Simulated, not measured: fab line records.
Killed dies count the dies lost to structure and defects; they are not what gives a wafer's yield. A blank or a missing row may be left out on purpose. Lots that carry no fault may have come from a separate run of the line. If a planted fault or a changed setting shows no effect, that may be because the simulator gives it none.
fab line records	flow ritCmos	part 1 of 2: steps 1 to 33 of 45
record: lots: 5	wafers: 15	lastDay: 8
route steps=202 shown ACTIVE@16 FOX1@20 FOX2@23 NWELL@28 PWELL@39 WELLDRIVE@50 NRETRO@53
lots that met no fault: taken from a fault-free run of the same line
startH: hours from the record's opening day to when the first of the lot's shown wafers began	waitH: hours since the lot's step before	" unchanged from the row above	L1.1+2: several wafers, shown together as one row	- no value, or no start given	* or withheld: withheld	< > ~ a bound
route shown NAME@n: names a module that has steps shown in the file, with the first one's number in the route	usual: mean and standard deviation over wafers with no fault	same: alike in all rows	chamber/n: place in a boat	sites: readings site by site	_std_site: their standard deviation	_edge_site: mean of outer sites minus mean of inner sites	radiusMm: for every site, how far away it sits from the centre of the wafer	mask NAME#n: copy n	behind: the most recent tool/chamber to have shaped the wafer	hold: why the lot went on hold/how many hours it stayed there/how the hold came to an end	device: which transistor (n, p or np) failed to switch	end of line: tests run on the same wafers once the route is complete	for a step that has no rows: nothing shown but its recipe	killed: dies lost to structure and defects at the first sort, not the wafer's yield	map: the dies of a wafer, with x for killed, . for not killed, _ for no die there
set.NAME: the setting the step ran with; set.NAME@STEP: the setting that earlier step ran with	model.NAME: the simulator's own value behind a step, which no gauge read
certain route steps with their lots: each step a table, each wafer a row
services: a tool's chamber out of use, with start hour (startH, from the record's first day; less than 0 if before it), hours out, and reason
== steps ==
step: RIT_ACTIVE_CD_MEAS_90
recipe: targetCdNm: 1400
usual: cdNm: 1400.5/2.4
lot.wafer	tool	chamber	startH	waitH	cdNm
L077.1	cdSem-02	-	30.22	0.1	1397.4
L077.4	"	-	"	"	1399.1
L077.6	"	-	"	"	1397.0
L084.4	cdSem-02	-	65.08	0.1	1397.1
L084.5	"	-	"	"	1396.8
L084.6	"	-	"	"	1397.6
L090.3	cdSem-02	-	96.26	0.1	1401.2
L090.4	"	-	"	"	1402.0
L090.6	"	-	"	"	1400.3
L094.1	cdSem-02	-	115.99	0.1	1397.4
L094.4	"	-	"	"	1396.3
L094.6	"	-	"	"	1395.8
L097.3	cdSem-01	-	135.34	0.1	1398.3
L097.4	"	-	"	"	1401.3
L097.5	"	-	"	"	1401.7
step: RIT_ACTIVE_CLEAN_15
recipe: chemistry: SC1	mix: 3:3:50	timeS: 600	tempC: 75
same: timeS: 600
lot.wafer	tool	chamber	startH	waitH
L077.1+4+6	wetBench-01	2	30.34	0.1
L084.4+5+6	wetBench-04	1	65.14	0.0
L090.3+4+6	wetBench-02	0	96.34	0.1
L094.1+4+6	wetBench-02	3	116.11	0.1
L097.3+4+5	wetBench-01	0	135.42	0.1
step: RIT_ACTIVE_CLEAN_16
recipe: chemistry: dHF	dilution: 50:1	timeS: 30
same: timeS: 30
lot.wafer	tool	chamber	startH	waitH
L077.1+4+6	wetBench-04	0	30.51	0.0
L084.4+5+6	wetBench-02	3	65.33	0.0
L090.3+4+6	wetBench-01	3	96.53	0.0
L094.1+4+6	wetBench-01	3	116.30	0.0
L097.3+4+5	wetBench-02	0	135.60	0.0
step: RIT_ACTIVE_CLEAN_17
recipe: chemistry: SC2	mix: 3:3:50	timeS: 600	tempC: 75	dry: n2Spin
same: timeS: 600
lot.wafer	tool	chamber	startH	waitH
L077.1+4+6	wetBench-02	1	30.54	0.0
L084.4+5+6	wetBench-01	2	65.35	0.0
L090.3+4+6	wetBench-04	1	96.54	0.0
L094.1+4+6	wetBench-04	0	116.32	0.0
L097.3+4+5	wetBench-04	1	135.62	0.0
step: RIT_FOX1_OXIDATION_00
recipe: tempC: 1100	ambient: H2O	targetThkA: 3507	pH2oTorr: 720	oxTimeS: 1130
usual: oxTempC: 1100.1/0.51
lot.wafer	tool	chamber	startH	waitH	oxTempC
L077.1	furnace-04	0	30.72	0.0	1100.0
L077.4	"	0	"	"	1100.2
L077.6	"	0	"	"	1101.0
L084.4	furnace-03	0	66.10	0.6	1099.8
L084.5	"	0	"	"	1100.5
L084.6	"	0	"	"	1100.5
L090.3	furnace-03	0	96.72	0.0	1099.7
L090.4	"	0	"	"	1099.5
L090.6	"	0	"	"	1099.5
L094.1	furnace-04	0	117.33	0.8	1099.4
L094.4	"	0	"	"	1100.8
L094.6	"	0	"	"	1101.2
L097.3	furnace-03	0	137.30	1.5	1099.6
L097.4	"	0	"	"	1100.5
L097.5	"	0	"	"	1100.6
step: RIT_FOX1_THK_MEAS_01
recipe: reads: SiO2_of_FOX1_OXIDATION_00
usual: FOX1_OXIDE_THK: 349/6.1
lot.wafer	tool	chamber	startH	waitH	FOX1_OXIDE_THK[nm]
L077.1	filmMetro-02	-	32.03	0.0	355
L077.4	"	-	"	"	350
L077.6	"	-	"	"	351
L084.4	filmMetro-04	-	67.44	0.0	340
L084.5	"	-	"	"	336
L084.6	"	-	"	"	345
L090.3	filmMetro-02	-	98.05	0.0	352
L090.4	"	-	"	"	347
L090.6	"	-	"	"	351
L094.1	filmMetro-02	-	118.64	0.0	354
L094.4	"	-	"	"	352
L094.6	"	-	"	"	360
L097.3	filmMetro-02	-	138.64	0.0	347
L097.4	"	-	"	"	347
L097.5	"	-	"	"	345
step: RIT_FOX1_WET_ETCH_02
recipe: chemistry: BOE	targetDepthNm: 350	timeS: 390	tempC: 21.5	dry: n2Spin	dilution: 10:1	target: SiO2
same: timeS: 390
lot.wafer	tool	chamber	startH	waitH
L077.1+4+6	wetBench-03	3	32.09	0.1
L084.4+5+6	wetBench-02	3	67.47	0.0
L090.3+4+6	wetBench-02	0	98.09	0.0
L094.1+4+6	wetBench-03	0	118.70	0.1
L097.3+4+5	wetBench-02	0	138.68	0.0
step: RIT_FOX2_OXIDATION_00
recipe: tempC: 1100	ambient: H2O	targetThkA: 3507	pH2oTorr: 720	oxTimeS: 1130
usual: oxTempC: 1099.9/0.52
lot.wafer	tool	chamber	startH	waitH	oxTempC
L077.1	furnace-01	0	32.71	0.5	1099.7
L077.4	"	0	"	"	1099.5
L077.6	"	0	"	"	1100.4
L084.4	furnace-04	0	67.59	0.0	1100.2
L084.5	"	0	"	"	1100.0
L084.6	"	0	"	"	1100.1
L090.3	furnace-04	0	99.40	1.2	1098.9
L090.4	"	0	"	"	1099.5
L090.6	"	0	"	"	1099.7
L094.1	furnace-03	0	118.82	0.0	1099.9
L094.4	"	0	"	"	1100.2
L094.6	"	0	"	"	1099.8
L097.3	furnace-03	0	141.17	2.4	1099.9
L097.4	"	0	"	"	1099.4
L097.5	"	0	"	"	1100.0
step: RIT_FOX2_THK_MEAS_01
recipe: reads: SiO2_of_FOX2_OXIDATION_00
usual: FOX2_OXIDE_THK: 349/5.9
lot.wafer	tool	chamber	startH	waitH	FOX2_OXIDE_THK[nm]
L077.1	filmMetro-02	-	34.03	0.0	350
L077.4	"	-	"	"	351
L077.6	"	-	"	"	351
L084.4	filmMetro-03	-	68.93	0.0	346
L084.5	"	-	"	"	344
L084.6	"	-	"	"	343
L090.3	filmMetro-03	-	100.73	0.0	362
L090.4	"	-	"	"	357
L090.6	"	-	"	"	357
L094.1	filmMetro-02	-	120.14	0.0	347
L094.4	"	-	"	"	350
L094.6	"	-	"	"	346
L097.3	filmMetro-03	-	142.50	0.0	337
L097.4	"	-	"	"	340
L097.5	"	-	"	"	344
step: RIT_FOX2_CLEAN_02
recipe: chemistry: dHF	dilution: 50:1	timeS: 180
same: timeS: 180
lot.wafer	tool	chamber	startH	waitH
L077.1+4+6	wetBench-03	1	34.09	0.1
L084.4+5+6	wetBench-01	0	68.96	0.0
L090.3+4+6	wetBench-03	2	100.77	0.0
L094.1+4+6	wetBench-02	0	120.20	0.1
L097.3+4+5	wetBench-03	1	142.54	0.0
step: RIT_FOX2_WET_ETCH_03
recipe: chemistry: H3PO4	target: Si3N4	targetDepthNm: 195	tempC: 165	timeS: 2700
same: timeS: 2700
lot.wafer	tool	chamber	startH	waitH
L077.1+4+6	wetBench-02	2	34.23	0.0
L084.4+5+6	wetBench-02	1	69.02	0.0
L090.3+4+6	wetBench-01	2	100.83	0.0
L094.1+4+6	wetBench-01	3	120.26	0.0
L097.3+4+5	wetBench-02	3	142.60	0.0
step: RIT_FOX2_THK_MEAS_90
recipe: reads: SiO2_of_FOX2_OXIDATION_00
usual: FIELD_OXIDE_LEFT_1_THK: 321/6
lot.wafer	tool	chamber	startH	waitH	FIELD_OXIDE_LEFT_1_THK[nm]
L077.1	filmMetro-01	-	34.98	0.0	323
L077.4	"	-	"	"	324
L077.6	"	-	"	"	324
L084.4	filmMetro-02	-	69.81	0.0	319
L084.5	"	-	"	"	317
L084.6	"	-	"	"	315
L090.3	filmMetro-03	-	101.61	0.0	335
L090.4	"	-	"	"	330
L090.6	"	-	"	"	330
L094.1	filmMetro-03	-	121.09	0.0	321
L094.4	"	-	"	"	324
L094.6	"	-	"	"	319
L097.3	filmMetro-02	-	143.38	0.0	309
L097.4	"	-	"	"	313
L097.5	"	-	"	"	317
step: RIT_NWELL_HMDS_00
recipe: primeTimeS: 60	primeTempC: 140
lot.wafer	tool	chamber	startH	waitH
L077.1+4+6	lithoTrack-02	0	35.04	0.1
L084.4+5+6	lithoTrack-02	0	69.92	0.1
L090.3+4+6	lithoTrack-01	0	101.70	0.1
L094.1+4+6	lithoTrack-02	0	121.15	0.1
L097.3+4+5	lithoTrack-02	0	143.47	0.1
step: RIT_NWELL_COAT_01
recipe: resist: NOVOLAK	spinRpm: 2000	resistThkNm: 1300
lot.wafer	tool	chamber	startH	waitH
L077.1+4+6	lithoTrack-02	0	35.19	0.1
L084.4+5+6	lithoTrack-02	0	70.07	0.1
L090.3+4+6	lithoTrack-01	0	101.85	0.1
L094.1+4+6	lithoTrack-02	0	121.30	0.1
L097.3+4+5	lithoTrack-02	0	143.62	0.1
step: RIT_NWELL_SOFTBAKE_02
recipe: resist: NOVOLAK	tempC: 90	timeS: 60
usual: plateTempC: 90.02/0.13
same: timeS: 60
lot.wafer	tool	chamber	startH	waitH	plateTempC
L077.1	lithoTrack-02	0	35.34	0.1	89.83
L077.4	"	0	"	"	90.11
L077.6	"	0	"	"	90.12
L084.4	lithoTrack-02	0	70.22	0.1	90.12
L084.5	"	0	"	"	90.10
L084.6	"	0	"	"	90.16
L090.3	lithoTrack-01	0	102.00	0.1	89.88
L090.4	"	0	"	"	90.02
L090.6	"	0	"	"	89.92
L094.1	lithoTrack-02	0	121.45	0.1	89.93
L094.4	"	0	"	"	89.79
L094.6	"	0	"	"	89.89
L097.3	lithoTrack-02	0	143.77	0.1	89.94
L097.4	"	0	"	"	90.10
L097.5	"	0	"	"	89.94
step: RIT_NWELL_EXPOSE_03
recipe: maskId: M2	na: 0.57	targetCdNm: 43900	doseMj: 250
usual: stageVelMmS: 500.03/0.27
lot.wafer	tool	chamber	startH	waitH	mask	stageVelMmS
L077.1	ilineStepper-01	0	35.49	0.1	M2#0	500.00
L077.4	"	0	"	"	M2#0	499.73
L077.6	"	0	"	"	M2#0	500.06
L084.4	ilineStepper-01	0	70.35	0.1	M2#0	499.90
L084.5	"	0	"	"	M2#0	500.01
L084.6	"	0	"	"	M2#0	500.05
L090.3	ilineStepper-02	0	102.14	0.1	M2#0	500.03
L090.4	"	0	"	"	M2#0	500.04
L090.6	"	0	"	"	M2#0	500.50
L094.1	ilineStepper-02	0	121.60	0.1	M2#0	499.93
L094.4	"	0	"	"	M2#0	499.93
L094.6	"	0	"	"	M2#0	499.60
L097.3	ilineStepper-02	0	144.03	0.2	M2#0	500.13
L097.4	"	0	"	"	M2#0	499.95
L097.5	"	0	"	"	M2#0	500.14
step: RIT_NWELL_PEB_04
recipe: resist: NOVOLAK	tempC: withheld	timeS: withheld
lot.wafer	tool	chamber	startH	waitH
L077.1+4+6	lithoTrack-02	0	35.61	0.1
L084.4+5+6	lithoTrack-02	0	70.48	0.1
L090.3+4+6	lithoTrack-04	0	102.32	0.2
L094.1+4+6	lithoTrack-01	0	121.71	0.1
L097.3+4+5	lithoTrack-01	0	144.16	0.1
step: RIT_NWELL_DEVELOP_05
recipe: resist: NOVOLAK	developTimeS: 68	devTempC: 23
usual: developerTempC: 23.01/0.12
lot.wafer	tool	chamber	startH	waitH	developerTempC
L077.1	lithoTrack-02	0	-	-	23.22
L077.4	"	0	"	"	23.12
L077.6	"	0	"	"	23.16
L084.4	lithoTrack-02	0	-	-	23.03
L084.5	"	0	"	"	22.83
L084.6	"	0	"	"	22.85
L090.3	lithoTrack-04	0	-	-	23.17
L090.4	"	0	"	"	23.24
L090.6	"	0	"	"	23.00
L094.1	lithoTrack-01	0	-	-	22.93
L094.4	"	0	"	"	23.16
L094.6	"	0	"	"	23.07
L097.3	lithoTrack-01	0	-	-	23.06
L097.4	"	0	"	"	22.89
L097.5	"	0	"	"	23.06
step: RIT_NWELL_OVL_MEAS_06
usual: NWELL_OVL: 0.1/1.3
lot.wafer	tool	chamber	startH	waitH	NWELL_OVL[nm]
L077.1	overlay-01	-	35.93	-	-0.6
L077.4	"	-	"	"	1.4
L077.6	"	-	"	"	0.0
L084.4	overlay-02	-	70.74	-	0.4
L084.5	"	-	"	"	1.2
L084.6	"	-	"	"	0.6
L090.3	overlay-01	-	102.59	-	3.3
L090.4	"	-	"	"	2.5
L090.6	"	-	"	"	1.1
L094.1	overlay-01	-	122.03	-	-3.3
L094.4	"	-	"	"	-1.3
L094.6	"	-	"	"	-2.1
L097.3	overlay-01	-	144.43	-	-0.9
L097.4	"	-	"	"	-0.8
L097.5	"	-	"	"	-0.3
step: RIT_NWELL_HARDBAKE_07
recipe: resist: NOVOLAK	tempC: 140	timeS: 120
usual: plateTempC: 140.01/0.14
same: timeS: 120
lot.wafer	tool	chamber	startH	waitH	plateTempC
L077.1	lithoTrack-01	0	36.02	0.1	140.06
L077.4	"	0	"	"	139.92
L077.6	"	0	"	"	140.06
L084.4	lithoTrack-02	0	70.88	0.1	140.02
L084.5	"	0	"	"	140.06
L084.6	"	0	"	"	139.95
L090.3	lithoTrack-01	0	102.70	0.1	139.94
L090.4	"	0	"	"	140.07
L090.6	"	0	"	"	139.94
L094.1	lithoTrack-04	0	122.06	0.0	140.22
L094.4	"	0	"	"	140.04
L094.6	"	0	"	"	140.02
L097.3	lithoTrack-02	0	144.54	0.1	140.23
L097.4	"	0	"	"	140.08
L097.5	"	0	"	"	140.16
step: RIT_NWELL_IMPLANT_08
recipe: species: P	energyKev: 170	doseCm2: 5e+13	tiltDeg: 7
lot.wafer	tool	chamber	startH	waitH
L077.1+4+6	implanter-01	0	36.27	0.2
L084.4+5+6	implanter-04	0	71.08	0.2
L090.3+4+6	implanter-02	0	102.92	0.2
L094.1+4+6	implanter-01	0	122.31	0.2
L097.3+4+5	implanter-01	0	144.76	0.2
step: RIT_NWELL_STRIP_09
recipe: chemistry: O2	timeS: 180	resist: NOVOLAK	platenTempC: withheld	powerW: 500	pressureMtorr: 4000	o2FlowSccm: 4000
usual: drypumpMotorCurrentA: 5.9/0.36
same: timeS: 180
lot.wafer	tool	chamber	startH	waitH	drypumpMotorCurrentA	rfHoursCounterH
L077.1	plasmaAsher-03	1	36.42	0.1	6.4	38
L077.4	"	0	"	"	5.4	-
L077.6	"	1	"	"	6.4	-
L084.4	plasmaAsher-02	1	71.22	0.1	5.5	-
L084.5	"	1	"	"	5.5	-
L084.6	"	0	"	"	6.2	-
L090.3	plasmaAsher-03	0	103.08	0.1	5.4	-
L090.4	"	1	"	"	6.4	-
L090.6	"	0	"	"	5.4	-
L094.1	plasmaAsher-03	1	122.46	0.1	6.4	1
L094.4	"	0	"	"	5.4	-
L094.6	"	0	"	"	5.4	-
L097.3	plasmaAsher-03	1	144.92	0.1	6.4	-
L097.4	"	0	"	"	5.4	-
L097.5	"	1	"	"	6.4	-
step: RIT_NWELL_TW_MEAS_10
usual: NWELL_TW: 2133/22
lot.wafer	tool	chamber	startH	waitH	NWELL_TW
L077.1	filmMetro-03	-	36.60	0.1	2103
L077.4	"	-	"	"	2102
L077.6	"	-	"	"	2093
L084.4	filmMetro-04	-	71.36	0.1	2131
L084.5	"	-	"	"	2153
L084.6	"	-	"	"	2133
L090.3	filmMetro-04	-	103.21	0.1	2150
L090.4	"	-	"	"	2152
L090.6	"	-	"	"	2142
L094.1	filmMetro-01	-	122.64	0.1	2143
L094.4	"	-	"	"	2153
L094.6	"	-	"	"	2143
L097.3	filmMetro-03	-	145.05	0.1	2093
L097.4	"	-	"	"	2092
L097.5	"	-	"	"	2104
step: RIT_PWELL_HMDS_00
recipe: primeTimeS: 60	primeTempC: 140
lot.wafer	tool	chamber	startH	waitH
L077.1+4+6	lithoTrack-04	0	36.66	0.1
L084.4+5+6	lithoTrack-04	0	71.47	0.1
L090.3+4+6	lithoTrack-03	0	103.48	0.3
L094.1+4+6	lithoTrack-01	0	122.70	0.1
L097.3+4+5	lithoTrack-03	0	145.14	0.1
step: RIT_PWELL_COAT_01
recipe: resist: NOVOLAK	spinRpm: 2000	resistThkNm: 1300
lot.wafer	tool	chamber	startH	waitH
L077.1+4+6	lithoTrack-04	0	36.81	0.1
L084.4+5+6	lithoTrack-04	0	71.62	0.1
L090.3+4+6	lithoTrack-03	0	103.63	0.1
L094.1+4+6	lithoTrack-01	0	122.85	0.1
L097.3+4+5	lithoTrack-03	0	145.29	0.1
step: RIT_PWELL_SOFTBAKE_02
recipe: resist: NOVOLAK	tempC: 90	timeS: 60
usual: plateTempC: 90.02/0.12
same: timeS: 60
lot.wafer	tool	chamber	startH	waitH	plateTempC
L077.1	lithoTrack-04	0	36.96	0.1	89.85
L077.4	"	0	"	"	90.07
L077.6	"	0	"	"	89.96
L084.4	lithoTrack-04	0	71.77	0.1	90.05
L084.5	"	0	"	"	90.09
L084.6	"	0	"	"	89.96
L090.3	lithoTrack-03	0	103.78	0.1	90.12
L090.4	"	0	"	"	89.87
L090.6	"	0	"	"	89.90
L094.1	lithoTrack-01	0	123.00	0.1	90.02
L094.4	"	0	"	"	89.83
L094.6	"	0	"	"	90.14
L097.3	lithoTrack-03	0	145.44	0.1	89.95
L097.4	"	0	"	"	89.85
L097.5	"	0	"	"	89.91
step: RIT_PWELL_EXPOSE_03
recipe: maskId: M3	na: 0.57	targetCdNm: 43700	doseMj: 250
usual: stageVelMmS: 499.95/0.23
lot.wafer	tool	chamber	startH	waitH	mask	stageVelMmS
L077.1	ilineStepper-01	0	37.23	0.2	M3#0	500.30
L077.4	"	0	"	"	M3#0	499.68
L077.6	"	0	"	"	M3#0	500.27
L084.4	ilineStepper-02	0	72.03	0.2	M3#0	499.76
L084.5	"	0	"	"	M3#0	499.83
L084.6	"	0	"	"	M3#0	499.81
L090.3	ilineStepper-01	0	104.05	0.2	M3#0	500.08
L090.4	"	0	"	"	M3#0	500.28
L090.6	"	0	"	"	M3#0	500.28
L094.1	ilineStepper-02	0	123.27	0.2	M3#0	500.48
L094.4	"	0	"	"	M3#0	500.19
L094.6	"	0	"	"	M3#0	500.55
L097.3	ilineStepper-01	0	145.58	0.1	M3#0	499.99
L097.4	"	0	"	"	M3#0	499.90
L097.5	"	0	"	"	M3#0	499.91
step: RIT_PWELL_PEB_04
recipe: resist: NOVOLAK	tempC: withheld	timeS: withheld
lot.wafer	tool	chamber	startH	waitH
L077.1+4+6	lithoTrack-01	0	37.35	0.1
L084.4+5+6	lithoTrack-04	0	72.16	0.1
L090.3+4+6	lithoTrack-01	0	104.18	0.1
L094.1+4+6	lithoTrack-03	0	123.39	0.1
L097.3+4+5	lithoTrack-01	0	145.71	0.1
step: RIT_PWELL_DEVELOP_05
recipe: resist: NOVOLAK	developTimeS: 68	devTempC: 23
usual: developerTempC: 22.96/0.093
lot.wafer	tool	chamber	startH	waitH	developerTempC
L077.1	lithoTrack-01	0	-	-	22.96
L077.4	"	0	"	"	23.00
L077.6	"	0	"	"	22.92
L084.4	lithoTrack-04	0	-	-	22.86
L084.5	"	0	"	"	23.02
L084.6	"	0	"	"	22.85
L090.3	lithoTrack-01	0	-	-	23.00
L090.4	"	0	"	"	22.89
L090.6	"	0	"	"	22.95
L094.1	lithoTrack-03	0	-	-	23.02
L094.4	"	0	"	"	22.96
L094.6	"	0	"	"	22.97
L097.3	lithoTrack-01	0	-	-	23.04
L097.4	"	0	"	"	23.18
L097.5	"	0	"	"	23.12
step: RIT_PWELL_OVL_MEAS_06
usual: PWELL_OVL: 0.2/1.4
lot.wafer	tool	chamber	startH	waitH	PWELL_OVL[nm]
L077.1	overlay-01	-	37.66	-	0.7
L077.4	"	-	"	"	-0.2
L077.6	"	-	"	"	-1.3
L084.4	overlay-02	-	72.42	-	-1.2
L084.5	"	-	"	"	-0.5
L084.6	"	-	"	"	1.2
L090.3	overlay-02	-	104.45	-	-0.4
L090.4	"	-	"	"	-0.2
L090.6	"	-	"	"	0.8
L094.1	overlay-01	-	123.70	-	-0.3
L094.4	"	-	"	"	-0.2
L094.6	"	-	"	"	0.3
L097.3	overlay-01	-	145.99	-	0.5
L097.4	"	-	"	"	-0.1
L097.5	"	-	"	"	-1.8
step: RIT_PWELL_HARDBAKE_07
recipe: resist: NOVOLAK	tempC: 140	timeS: 120
usual: plateTempC: 140.01/0.13
same: timeS: 120
lot.wafer	tool	chamber	startH	waitH	plateTempC
L077.1	lithoTrack-04	0	37.70	0.0	140.09
L077.4	"	0	"	"	140.14
L077.6	"	0	"	"	140.00
L084.4	lithoTrack-01	0	72.56	0.1	140.04
L084.5	"	0	"	"	139.99
L084.6	"	0	"	"	140.02
L090.3	lithoTrack-03	0	104.56	0.1	140.04
L090.4	"	0	"	"	139.91
L090.6	"	0	"	"	140.20
L094.1	lithoTrack-01	0	123.74	0.0	139.76
L094.4	"	0	"	"	140.06
L094.6	"	0	"	"	139.95
L097.3	lithoTrack-04	0	146.09	0.1	140.14
L097.4	"	0	"	"	139.92
L097.5	"	0	"	"	139.97
step: RIT_PWELL_IMPLANT_08
recipe: species: B	energyKev: 170	doseCm2: 7e+13	tiltDeg: 7
lot.wafer	tool	chamber	startH	waitH
L077.1+4+6	implanter-02	0	37.95	0.2
L084.4+5+6	implanter-02	0	72.76	0.2
L090.3+4+6	implanter-03	0	104.77	0.2
L094.1+4+6	implanter-02	0	123.99	0.2
L097.3+4+5	implanter-03	0	146.31	0.2
step: RIT_PWELL_STRIP_09
recipe: chemistry: O2	timeS: 180	resist: NOVOLAK	platenTempC: withheld	powerW: 500	pressureMtorr: 4000	o2FlowSccm: 4000
usual: drypumpMotorCurrentA: 5.9/0.31
same: timeS: 180
lot.wafer	tool	chamber	startH	waitH	drypumpMotorCurrentA	rfHoursCounterH
L077.1	plasmaAsher-01	0	38.10	0.1	6.5	23
L077.4	"	1	"	"	6.0	-
L077.6	"	0	"	"	6.5	-
L084.4	plasmaAsher-04	0	72.89	0.1	5.9	-
L084.5	"	0	"	"	5.9	-
L084.6	"	1	"	"	5.7	-
L090.3	plasmaAsher-04	1	104.93	0.1	5.7	-
L090.4	"	0	"	"	5.9	-
L090.6	"	0	"	"	5.8	-
L094.1	plasmaAsher-02	1	124.14	0.1	5.5	47
L094.4	"	0	"	"	6.2	-
L094.6	"	0	"	"	6.2	-
L097.3	plasmaAsher-04	1	146.47	0.1	5.7	-
L097.4	"	0	"	"	5.9	-
L097.5	"	0	"	"	5.9	-
